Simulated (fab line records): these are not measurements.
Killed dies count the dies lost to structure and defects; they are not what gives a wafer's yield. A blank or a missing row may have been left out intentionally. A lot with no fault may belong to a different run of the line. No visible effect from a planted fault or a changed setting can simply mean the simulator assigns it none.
fab line records	flow rit_cmos
[record] lots = 6	wafers = 18	last_day = 7
route steps=202 shown SPACER@127 NSD@131 PSD@142 SDANNEAL@153 PLDD@159 M1@202
lots with no fault: from the same line, run without faults
start_h: the number of hours between the record's first day and the start of the first shown wafer of the lot	wait_h: hours from the lot's prior step to this one	" unchanged from the row above	L1.1+2: several wafers, shown together as one row	- no value, or no start was given	* or withheld: withheld	< > ~ a bound
route shown NAME@n: a module of which the file shows steps, and the number in the route of the first	usual: mean and standard deviation over wafers with no fault	same: alike in all rows	chamber/n: place in a boat	sites: per-site readings	_std_site: the values' standard deviation	_edge_site: outer sites' mean less inner sites'	radius_mm: for every site, how far away it sits from the centre of the wafer	mask NAME#n: copy n	behind: the last tool/chamber to shape the wafer	hold: why the lot went on hold/how many hours it stayed there/how the hold came to an end	device: whichever transistor did not switch (one of n, p or np)	end of line: at the end of the route, the tests of the same wafers	a step with no rows: only its recipe	killed: dies lost to structure and defects at the first sort, not the wafer's yield	map: the dies of a wafer, with x for killed, . for not killed, _ for no die there
set.NAME: the run value of the setting; set.NAME@STEP: its run value at that earlier step	model.NAME: the simulator's own value behind a step, which no gauge read
a table for each step, a row for each wafer; lots at some steps of the route
services: when a tool's chamber went out of use (start_h, in hours from the record's first day, below 0 if earlier), for how many hours, and the reason
[[steps]]
[step RIT_SPACER_CLEAN_02]
[recipe] chemistry = SC2	mix = 3:3:50	time_s = 600	temp_c = 75	dry = n2_spin
[step RIT_SPACER_CVD_03]
[recipe] material = Si3N4	target_thk_nm = 250	temp_c = 810	precursor = SiH2Cl2/NH3	time_s = 3300	pressure_mtorr = 300	sih2cl2_flow_sccm = 60	nh3_flow_sccm = 150
[step RIT_SPACER_THK_MEAS_04]
[recipe] reads = Si3N4_of_SPACER_CVD_03
[usual] SPACER_NITRIDE_THK = 250.0/2.3
lot.wafer	tool	chamber	start_h	wait_h	SPACER_NITRIDE_THK[nm]
L282.4	film_metro-03	-	57.78	0.0	254.8
L282.5	"	-	"	"	252.7
L282.6	"	-	"	"	249.8
L283.1	film_metro-02	-	64.91	0.0	248.7
L283.3	"	-	"	"	250.8
L283.4	"	-	"	"	249.5
L288.2	film_metro-03	-	91.16	0.0	245.5
L288.3	"	-	"	"	245.1
L288.6	"	-	"	"	247.1
L292.2	film_metro-03	-	113.71	0.0	247.7
L292.5	"	-	"	"	249.0
L292.6	"	-	"	"	247.5
L295.2	film_metro-02	-	123.16	0.0	251.1
L295.4	"	-	"	"	253.0
L295.5	"	-	"	"	251.4
L301.2	film_metro-04	-	151.34	0.0	250.2
L301.4	"	-	"	"	249.4
L301.6	"	-	"	"	250.3
[step RIT_SPACER_ETCHBACK_05]
[recipe] target_depth_a = 2500	SF6_flow_sccm = 30	CHF3_flow_sccm = 30	target = Si3N4	chemistry = SF6/CHF3	pressure_mtorr = 40	rf_w = 250	time_s = 240	stop_on = SiO2
[usual] drypump_motor_current_A = 5.7/0.52	oes_product_au = 0.848/0.017	rf_fwd_power_W = 249.3/0.81	throttle_valve_pct = 10.32/0.12
lot.wafer	tool	chamber	start_h	wait_h	drypump_motor_current_A	oes_product_au	rf_fwd_power_W	rf_hours_counter_h	throttle_valve_pct
L282.4	rie_diel-01	2	57.81	0.0	5.5	0.883	249.5	77	10.10
L282.5	"	0	"	"	5.9	0.876	249.0	-	10.35
L282.6	"	1	"	"	6.5	0.850	250.5	-	10.38
L283.1	rie_diel-01	2	64.97	0.1	5.5	0.873	250.1	77	10.09
L283.3	"	3	"	"	6.5	0.853	248.8	6	10.34
L283.4	"	1	"	"	6.5	0.849	249.6	-	10.35
L288.2	rie_diel-04	0	91.21	0.0	5.1	0.839	251.3	61	10.17
L288.3	"	2	"	"	6.0	0.825	249.6	31	10.43
L288.6	"	3	"	"	5.8	0.814	249.0	-	10.28
L292.2	rie_diel-04	0	113.76	0.0	5.0	0.841	248.5	62	10.18
L292.5	"	2	"	"	6.0	0.837	249.6	-	10.45
L292.6	"	3	"	"	5.8	0.813	248.9	-	10.28
L295.2	rie_diel-04	3	123.21	0.0	5.8	0.819	248.4	2	10.28
L295.4	"	2	"	"	6.0	0.840	250.4	31	10.45
L295.5	"	3	"	"	5.8	0.828	249.8	-	10.29
L301.2	rie_diel-02	0	151.39	0.0	4.8	0.846	249.7	36	10.40
L301.4	"	3	"	"	5.7	0.841	249.4	92	10.29
L301.6	"	1	"	"	6.1	0.865	250.0	-	10.52
[step RIT_NSD_HMDS_00]
[recipe] prime_time_s = 60	prime_temp_c = 140
[step RIT_NSD_COAT_01]
[recipe] resist = NOVOLAK	spin_rpm = 3250	resist_thk_nm = 1000
[step RIT_NSD_SOFTBAKE_02]
[recipe] resist = NOVOLAK	temp_c = 90	time_s = 60
[step RIT_NSD_EXPOSE_03]
[recipe] mask_id = M9	na = 0.57	target_cd_nm = 40700	dose_mj = 250
[step RIT_NSD_PEB_04]
[recipe] resist = NOVOLAK	temp_c = withheld	time_s = withheld
[step RIT_NSD_DEVELOP_05]
[recipe] resist = NOVOLAK	develop_time_s = 50	dev_temp_c = 23
[step RIT_NSD_OVL_MEAS_06]
[usual] NSD_OVL = 0.8/1.4
lot.wafer	tool	chamber	start_h	wait_h	NSD_OVL[nm]
L282.4	overlay-01	-	58.83	-	2.2
L282.5	"	-	"	"	4.3
L282.6	"	-	"	"	2.8
L283.1	overlay-02	-	66.12	-	-1.7
L283.3	"	-	"	"	-1.0
L283.4	"	-	"	"	-0.7
L288.2	overlay-02	-	92.22	-	1.9
L288.3	"	-	"	"	2.7
L288.6	"	-	"	"	2.2
L292.2	overlay-02	-	114.77	-	-0.5
L292.5	"	-	"	"	-0.1
L292.6	"	-	"	"	1.2
L295.2	overlay-02	-	124.22	-	0.3
L295.4	"	-	"	"	2.7
L295.5	"	-	"	"	1.2
L301.2	overlay-02	-	152.52	-	2.1
L301.4	"	-	"	"	2.1
L301.6	"	-	"	"	1.1
[step RIT_NSD_HARDBAKE_07]
[recipe] resist = NOVOLAK	temp_c = 140	time_s = 60
[step RIT_NSD_IMPLANT_08]
[recipe] species = P	energy_kev = 25	dose_cm2 = 1.023e+15	tilt_deg = 7
[usual] tilt_deg = 7.003/0.019
lot.wafer	tool	chamber	start_h	wait_h	tilt_deg
L282.4	implanter-03	0	59.08	0.1	6.988
L282.5	"	0	"	"	6.990
L282.6	"	0	"	"	7.004
L283.1	implanter-01	0	66.49	0.1	7.046
L283.3	"	0	"	"	7.031
L283.4	"	0	"	"	7.005
L288.2	implanter-01	0	92.42	0.1	8.537
L288.3	"	0	"	"	8.555
L288.6	"	0	"	"	8.520
L292.2	implanter-01	0	114.97	0.1	8.553
L292.5	"	0	"	"	8.526
L292.6	"	0	"	"	8.528
L295.2	implanter-03	0	124.42	0.1	7.011
L295.4	"	0	"	"	7.035
L295.5	"	0	"	"	7.027
L301.2	implanter-02	0	152.73	0.1	6.991
L301.4	"	0	"	"	7.020
L301.6	"	0	"	"	7.003
[step RIT_NSD_STRIP_09]
[recipe] chemistry = O2	time_s = 180	resist = NOVOLAK	platen_temp_c = withheld	power_w = 500	pressure_mtorr = 4000	o2_flow_sccm = 4000
[usual] drypump_motor_current_A = 5.8/0.38
lot.wafer	tool	chamber	start_h	wait_h	drypump_motor_current_A	rf_hours_counter_h
L282.4	plasma_asher-02	0	59.21	0.1	6.5	-
L282.5	"	0	"	"	6.5	-
L282.6	"	1	"	"	5.8	-
L283.1	plasma_asher-02	1	66.64	0.1	5.8	47
L283.3	"	0	"	"	6.5	-
L283.4	"	1	"	"	5.8	-
L288.2	plasma_asher-03	0	92.55	0.1	5.7	35
L288.3	"	1	"	"	5.6	-
L288.6	"	0	"	"	5.7	-
L292.2	plasma_asher-04	0	115.10	0.1	5.6	29
L292.5	"	0	"	"	5.6	-
L292.6	"	1	"	"	5.4	-
L295.2	plasma_asher-04	0	124.55	0.1	5.6	30
L295.4	"	1	"	"	5.4	-
L295.5	"	0	"	"	5.7	-
L301.2	plasma_asher-02	1	152.85	0.1	5.8	4
L301.4	"	1	"	"	5.8	-
L301.6	"	1	"	"	5.8	-
[step RIT_NSD_TW_MEAS_10]
[usual] NSD_TW = 3114/26
lot.wafer	tool	chamber	start_h	wait_h	NSD_TW
L282.4	film_metro-04	-	59.36	0.1	3105
L282.5	"	-	"	"	3093
L282.6	"	-	"	"	3102
L283.1	film_metro-01	-	66.82	0.1	3125
L283.3	"	-	"	"	3136
L283.4	"	-	"	"	3115
L288.2	film_metro-03	-	92.73	0.1	3095
L288.3	"	-	"	"	3078
L288.6	"	-	"	"	3078
L292.2	film_metro-01	-	115.28	0.1	3142
L292.5	"	-	"	"	3147
L292.6	"	-	"	"	3142
L295.2	film_metro-04	-	124.73	0.1	3109
L295.4	"	-	"	"	3116
L295.5	"	-	"	"	3117
L301.2	film_metro-03	-	153.04	0.1	3089
L301.4	"	-	"	"	3077
L301.6	"	-	"	"	3092
[step RIT_PSD_HMDS_00]
[recipe] prime_time_s = 60	prime_temp_c = 140
[step RIT_PSD_COAT_01]
[recipe] resist = NOVOLAK	spin_rpm = 3250	resist_thk_nm = 1000
[step RIT_PSD_SOFTBAKE_02]
[recipe] resist = NOVOLAK	temp_c = 90	time_s = 60
[step RIT_PSD_EXPOSE_03]
[recipe] mask_id = M10	na = 0.57	target_cd_nm = 40900	dose_mj = 250
[step RIT_PSD_PEB_04]
[recipe] resist = NOVOLAK	temp_c = withheld	time_s = withheld
[step RIT_PSD_DEVELOP_05]
[recipe] resist = NOVOLAK	develop_time_s = 50	dev_temp_c = 23
[step RIT_PSD_OVL_MEAS_06]
[usual] PSD_OVL = 0.1/1.2
lot.wafer	tool	chamber	start_h	wait_h	PSD_OVL[nm]
L282.4	overlay-01	-	60.38	-	0.0
L282.5	"	-	"	"	0.3
L282.6	"	-	"	"	-1.3
L283.1	overlay-02	-	67.87	-	-1.8
L283.3	"	-	"	"	-1.6
L283.4	"	-	"	"	-0.3
L288.2	overlay-01	-	93.86	-	-0.4
L288.3	"	-	"	"	1.4
L288.6	"	-	"	"	1.5
L292.2	overlay-02	-	116.40	-	-2.2
L292.5	"	-	"	"	-0.7
L292.6	"	-	"	"	-1.5
L295.2	overlay-01	-	125.77	-	0.0
L295.4	"	-	"	"	1.3
L295.5	"	-	"	"	-0.7
L301.2	overlay-02	-	154.07	-	-1.3
L301.4	"	-	"	"	-1.3
L301.6	"	-	"	"	0.4
[step RIT_PSD_HARDBAKE_07]
[recipe] resist = NOVOLAK	temp_c = 140	time_s = 60
[step RIT_PSD_IMPLANT_08]
[recipe] species = BF2	energy_kev = 27	dose_cm2 = 5e+15	tilt_deg = 7
[step RIT_PSD_STRIP_09]
[recipe] chemistry = O2	time_s = 180	resist = NOVOLAK	platen_temp_c = withheld	power_w = 500	pressure_mtorr = 4000	o2_flow_sccm = 4000
[usual] drypump_motor_current_A = 5.8/0.54
lot.wafer	tool	chamber	start_h	wait_h	drypump_motor_current_A	rf_hours_counter_h
L282.4	plasma_asher-02	1	60.76	0.1	5.8	-
L282.5	"	1	"	"	5.8	-
L282.6	"	0	"	"	6.6	-
L283.1	plasma_asher-02	1	68.20	0.1	5.8	47
L283.3	"	1	"	"	5.8	-
L283.4	"	0	"	"	6.5	-
L288.2	plasma_asher-02	1	94.20	0.1	5.8	50
L288.3	"	0	"	"	6.5	-
L288.6	"	1	"	"	5.8	-
L292.2	plasma_asher-01	0	116.73	0.1	5.9	51
L292.5	"	0	"	"	5.9	-
L292.6	"	1	"	"	4.9	-
L295.2	plasma_asher-02	1	126.10	0.1	5.8	1
L295.4	"	0	"	"	6.6	-
L295.5	"	0	"	"	6.6	-
L301.2	plasma_asher-01	1	154.40	0.1	4.9	55
L301.4	"	0	"	"	5.8	-
L301.6	"	1	"	"	4.9	-
[step RIT_PSD_TW_MEAS_10]
[usual] PSD_TW = 3413/34
lot.wafer	tool	chamber	start_h	wait_h	PSD_TW
L282.4	film_metro-01	-	60.90	0.1	3441
L282.5	"	-	"	"	3443
L282.6	"	-	"	"	3445
L283.1	film_metro-04	-	68.38	0.1	3417
L283.3	"	-	"	"	3394
L283.4	"	-	"	"	3416
L288.2	film_metro-03	-	94.39	0.1	3361
L288.3	"	-	"	"	3373
L288.6	"	-	"	"	3377
L292.2	film_metro-03	-	116.91	0.1	3383
L292.5	"	-	"	"	3374
L292.6	"	-	"	"	3365
L295.2	film_metro-01	-	126.28	0.1	3459
L295.4	"	-	"	"	3464
L295.5	"	-	"	"	3485
L301.2	film_metro-01	-	154.58	0.1	3465
L301.4	"	-	"	"	3438
L301.6	"	-	"	"	3453
[step RIT_SDANNEAL_CLEAN_00]
[recipe] chemistry = SC1	mix = 3:3:50	time_s = 600	temp_c = 75.53
[step RIT_SDANNEAL_CLEAN_01]
[recipe] chemistry = dHF	dilution = 50:1	time_s = 30
[step RIT_SDANNEAL_CLEAN_02]
[recipe] chemistry = SC2	mix = 3:3:50	time_s = 600	temp_c = 75	dry = n2_spin
[step RIT_SDANNEAL_RTA_03]
[recipe] temp_c = 1050	time_s = 5	idle_temp_c = 600	ramp_up_c_per_s = 342	ramp_down_c_per_s = 171	cool_to_c = 600	ambient = N2
[usual] wafer_temp_C_max = 1053.4/0.99
lot.wafer	tool	chamber	start_h	wait_h	wafer_temp_C_max
L282.4	rtp_anneal-02	0	61.36	0.0	1052.8
L282.5	"	0	"	"	1053.4
L282.6	"	0	"	"	1052.3
L283.1	rtp_anneal-01	0	68.81	0.0	1053.9
L283.3	"	0	"	"	1053.0
L283.4	"	0	"	"	1052.2
L288.2	rtp_anneal-02	0	94.82	0.0	1054.1
L288.3	"	0	"	"	1053.3
L288.6	"	0	"	"	1052.0
L292.2	rtp_anneal-02	0	117.34	0.0	1053.2
L292.5	"	0	"	"	1053.2
L292.6	"	0	"	"	1051.9
L295.2	rtp_anneal-01	0	126.74	0.0	1055.3
L295.4	"	0	"	"	1054.1
L295.5	"	0	"	"	1053.0
L301.2	rtp_anneal-01	0	155.01	0.0	1053.4
L301.4	"	0	"	"	1054.4
L301.6	"	0	"	"	1052.9
[step RIT_SDANNEAL_RS_MEAS_04]
[recipe] thk_meas_gauge = four-point-probe
[usual] PSD_RS = 115.9/0.33
lot.wafer	tool	chamber	start_h	wait_h	PSD_RS[ohm/sq]
L282.4	film_metro-04	-	61.45	0.1	116.1
L282.5	"	-	"	"	116.1
L282.6	"	-	"	"	115.9
L283.1	film_metro-01	-	68.86	0.0	115.1
L283.3	"	-	"	"	115.4
L283.4	"	-	"	"	115.5
L288.2	film_metro-01	-	94.88	0.1	115.3
L288.3	"	-	"	"	115.3
L288.6	"	-	"	"	115.3
L292.2	film_metro-03	-	117.41	0.1	116.7
L292.5	"	-	"	"	116.5
L292.6	"	-	"	"	116.1
L295.2	film_metro-04	-	126.81	0.1	115.8
L295.4	"	-	"	"	115.9
L295.5	"	-	"	"	115.8
L301.2	film_metro-03	-	155.08	0.1	115.8
L301.4	"	-	"	"	116.0
L301.6	"	-	"	"	115.8
[step RIT_SDANNEAL_RS_MEAS_05]
[recipe] thk_meas_gauge = four-point-probe
[usual] NSD_RS = 83.05/0.28
lot.wafer	tool	chamber	start_h	wait_h	NSD_RS[ohm/sq]
L282.4	film_metro-04	-	61.57	0.1	83.49
L282.5	"	-	"	"	83.60
L282.6	"	-	"	"	83.57
L283.1	film_metro-01	-	68.98	0.1	83.33
L283.3	"	-	"	"	83.20
L283.4	"	-	"	"	83.07
L288.2	film_metro-01	-	95.00	0.1	-
L288.3	"	-	"	"	-
L288.6	"	-	"	"	-
L292.2	film_metro-03	-	117.53	0.1	-
L292.5	"	-	"	"	-
L292.6	"	-	"	"	-
L295.2	film_metro-04	-	126.93	0.1	82.92
L295.4	"	-	"	"	83.13
L295.5	"	-	"	"	83.11
L301.2	film_metro-03	-	155.20	0.1	83.13
L301.4	"	-	"	"	83.00
L301.6	"	-	"	"	82.97
[step RIT_SDANNEAL_RS_MEAS_06]
[recipe] thk_meas_gauge = four-point-probe
[usual] PLDD_RS = 180.2/0.58
lot.wafer	tool	chamber	start_h	wait_h	PLDD_RS[ohm/sq]
L282.4	film_metro-04	-	61.69	0.1	179.7
L282.5	"	-	"	"	180.1
L282.6	"	-	"	"	180.4
L283.1	film_metro-01	-	69.10	0.1	179.6
L283.3	"	-	"	"	179.8
L283.4	"	-	"	"	180.1
L288.2	film_metro-01	-	95.12	0.1	178.9
L288.3	"	-	"	"	179.1
L288.6	"	-	"	"	179.4
L292.2	film_metro-03	-	117.65	0.1	181.2
L292.5	"	-	"	"	180.6
L292.6	"	-	"	"	180.8
L295.2	film_metro-04	-	127.05	0.1	180.0
L295.4	"	-	"	"	180.2
L295.5	"	-	"	"	180.6
L301.2	film_metro-03	-	155.32	0.1	180.3
L301.4	"	-	"	"	180.7
L301.6	"	-	"	"	180.6
[step RIT_M1_PROBE_99]
[usual] killed_at_M0_to_M3 = 0.0/0.12	killed_at_contacts = 0.1/0.29	killed_at_front_end = 7/3	killed_dies = 7/3	killed_open = 3.2/2	killed_short = 3.5/2.1
[same] gross_dies = 264	killed_at_M4_up = 0	killed_at_back_side = 0	killed_at_other = 0
lot.wafer	tool	chamber	start_h	wait_h	killed_at_M0_to_M3	killed_at_contacts	killed_at_front_end	killed_dies	killed_open	killed_short	model.etest.diode_nplus_pwell.bv_v	model.etest.nmos_0p3.bv_v	model.etest.nmos_0p15.bv_v	model.etest.diode_nplus_pwell.cj_ff_um2	model.etest.diode_nplus_comb.cj_ff_um2
L282.4	prober-02	-	70.20	0.2	0	0	11	11	1	10	5.997	5.496	5.496	2.048	2.608
L282.5	prober-02	-	70.25	0.2	0	0	12	12	6	6	5.975	5.482	5.482	2.052	2.635
L282.6	prober-02	-	70.30	0.2	0	0	6	6	3	3	5.972	5.484	5.484	2.07	2.638
L283.1	prober-01	-	76.49	0.1	0	0	6	6	2	4	6.026	5.514	5.514	2.067	2.639
L283.3	prober-01	-	76.59	0.2	0	0	2	2	1	1	5.964	5.486	5.486	2.067	2.651
L283.4	prober-01	-	76.64	0.2	1	0	4	5	1	4	5.994	5.502	5.502	2.067	2.637
L288.2	prober-02	-	102.30	0.1	0	0	6	6	2	4	5.842	5.418	5.418	2.134	2.73
L288.3	prober-02	-	102.35	0.2	0	0	5	5	3	2	5.82	5.396	5.396	2.141	2.737
L288.6	prober-02	-	102.50	0.2	0	0	7	7	2	5	5.828	5.42	5.42	2.14	2.736
L292.2	prober-02	-	125.39	0.1	0	0	8	8	3	5	5.773	5.422	5.422	2.154	2.751
L292.5	prober-02	-	125.54	0.2	0	2	6	8	2	6	5.745	5.37	5.37	2.151	2.737
L292.6	prober-02	-	125.59	0.2	0	0	7	7	4	3	5.829	5.433	5.433	2.138	2.738
L295.2	prober-01	-	135.00	0.1	0	0	2	2	1	1	5.995	5.512	5.51	2.054	2.626
L295.4	prober-01	-	135.10	0.2	0	0	2	2	1	1	6.03	5.553	5.553	2.047	2.62
L295.5	prober-01	-	135.15	0.2	0	0	6	6	1	5	6.052	5.542	5.542	2.056	2.619
L301.2	prober-01	-	164.36	0.1	0	0	3	3	1	2	5.995	5.502	5.502	2.072	2.622
L301.4	prober-01	-	164.46	0.2	0	0	4	4	1	3	5.902	5.448	5.447	2.083	2.645
L301.6	prober-01	-	164.56	0.2	0	0	5	5	3	2	5.931	5.485	5.484	2.073	2.654
// killed by level:class
L282.4 GATE:geometric_particle:short=3 SILICIDE:geometric_particle:short=3 FOX1:geometric_particle:short=1 FOX2:geometric_particle:short=1 REOX:geometric_particle:short=1 SPACER:geometric_particle:short=1 SPACER:geometric_particle:open=1
L282.5 FOX1:geometric_particle:open=2 FOX1:geometric_particle:short=2 GATE:geometric_particle:short=2 REOX:geometric_particle:open=2 GATE:geometric_particle:open=1 REOX:geometric_particle:short=1 SILICIDE:geometric_particle:open=1 SILICIDE:geometric_particle:short=1
L282.6 GATE:geometric_particle:open=3 FOX1:geometric_particle:short=1 GATE:geometric_particle:short=1 REOX:geometric_particle:short=1
L283.1 SPACER:geometric_particle:short=3 GATE:geometric_particle:short=1 REOX:geometric_particle:open=1 SILICIDE:geometric_particle:open=1
L283.3 GATE:geometric_particle:short=1 GATE:geometric_particle:open=1
L283.4 FOX2:geometric_particle:short=2 GATE:geometric_particle:short=2 M1:geometric_particle:open=1
L288.2 SPACER:geometric_particle:short=2 FOX1:geometric_particle:open=1 GATE:geometric_particle:short=1 REOX:geometric_particle:open=1 REOX:geometric_particle:short=1
L288.3 SPACER:geometric_particle:open=2 ACTIVE:geometric_particle:short=1 FOX2:geometric_particle:open=1 SPACER:geometric_particle:short=1
L288.6 GATE:geometric_particle:short=3 FOX1:geometric_particle:open=1 FOX2:geometric_particle:open=1 REOX:geometric_particle:short=1 SPACER:geometric_particle:short=1
L292.2 GATE:geometric_particle:short=3 GATE:geometric_particle:open=1 REOX:geometric_particle:short=1 SPACER:geometric_particle:open=1 SILICIDE:geometric_particle:open=1 SILICIDE:geometric_particle:short=1
L292.5 FOX2:geometric_particle:short=1 GATE:geometric_particle:open=1 GATE:geometric_particle:short=1 REOX:geometric_particle:short=1 SPACER:geometric_particle:short=1 SILICIDE:geometric_particle:short=1 CONTACT:geometric_particle:open=1 CONTACT:geometric_particle:short=1
L292.6 FOX1:geometric_particle:open=1 GATE:geometric_particle:short=1 GATE:geometric_particle:open=1 SPACER:geometric_particle:open=1 SPACER:geometric_particle:short=1 SILICIDE:geometric_particle:open=1 SILICIDE:geometric_particle:short=1
L295.2 FOX1:geometric_particle:open=1 SPACER:geometric_particle:short=1
L295.4 GATE:geometric_particle:short=1 GATE:geometric_particle:open=1
L295.5 FOX1:geometric_particle:short=2 GATE:geometric_particle:short=2 FOX1:geometric_particle:open=1 SPACER:geometric_particle:short=1
L301.2 GATE:geometric_particle:open=1 GATE:geometric_particle:short=1 SILICIDE:geometric_particle:short=1
L301.4 GATE:geometric_particle:short=2 FOX1:geometric_particle:short=1 GATE:geometric_particle:open=1
L301.6 FOX1:geometric_particle:short=1 GATE:geometric_particle:open=1 REOX:geometric_particle:open=1 SPACER:geometric_particle:open=1 SILICIDE:geometric_particle:short=1
[[services]]
tool	chamber	start_h	hours	kind
plasma_asher-04	-	53.58	5.2	repair
plasma_asher-03	-	56.99	10.5	repair
rie_diel-01	0	61.01	7.9	repair
implanter-01	-	67.17	1.5	repair
plasma_asher-04	-	67.21	15.6	pm
implanter-01	-	70.49	13.5	repair
implanter-03	-	72.41	9.4	repair
plasma_asher-04	-	96.40	2.3	repair
rie_diel-02	2	98.12	-	clean
rie_diel-02	2	98.12	21.1	scheduled_down
rie_diel-02	2	98.12	21.1	vent_cycle
rie_diel-04	2	103.00	3.8	repair
plasma_asher-02	-	108.75	9.0	pm
plasma_asher-02	0	108.75	9.0	vent_cycle
plasma_asher-02	1	108.75	9.0	vent_cycle
plasma_asher-02	0	117.75	-	clean
plasma_asher-02	1	117.75	-	clean
plasma_asher-01	-	129.00	5.6	repair
rie_diel-02	1	132.58	2.4	repair
rie_diel-01	3	135.35	6.4	repair
implanter-03	-	146.57	4.5	pm
plasma_asher-01	-	154.90	2.6	repair
[[key]]
[first_sign] step = RIT_NSD_IMPLANT_08	reading = tilt_deg	direction = up	sigmas = 80	usual = 7.003	struck = 8.536
[effect] step = RIT_SDANNEAL_RS_MEAS_05	reading = NSD_RS	direction = missing
[model_effect] step = RIT_M1_PROBE_99	value = etest.diode_nplus_pwell.bv_v	without = 5.957	struck = 5.806
met_at RIT_NSD_IMPLANT_08
struck_wafers L288.2,L288.3,L288.6,L292.2,L292.5,L292.6
tester_left_out L288,L292
onset_between 66.49 92.42
[fault] kind = process_parameter_drift	tool = implanter-01	chamber = -	onset_h = 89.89	steps = RIT_NSD_IMPLANT_08	channel = tilt_deg	offset = 1.545	shape = step	end_h = 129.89	acts_in = these_recipes_only	stated = 7
// tester_left_out: of these lots the tester's yield and bins aren't shown, on N5 and GAA mostly nor the transistor test; their killed dies are dies lost to structure and defects alone, not to doping, threshold or leakage, so they don't give the yield
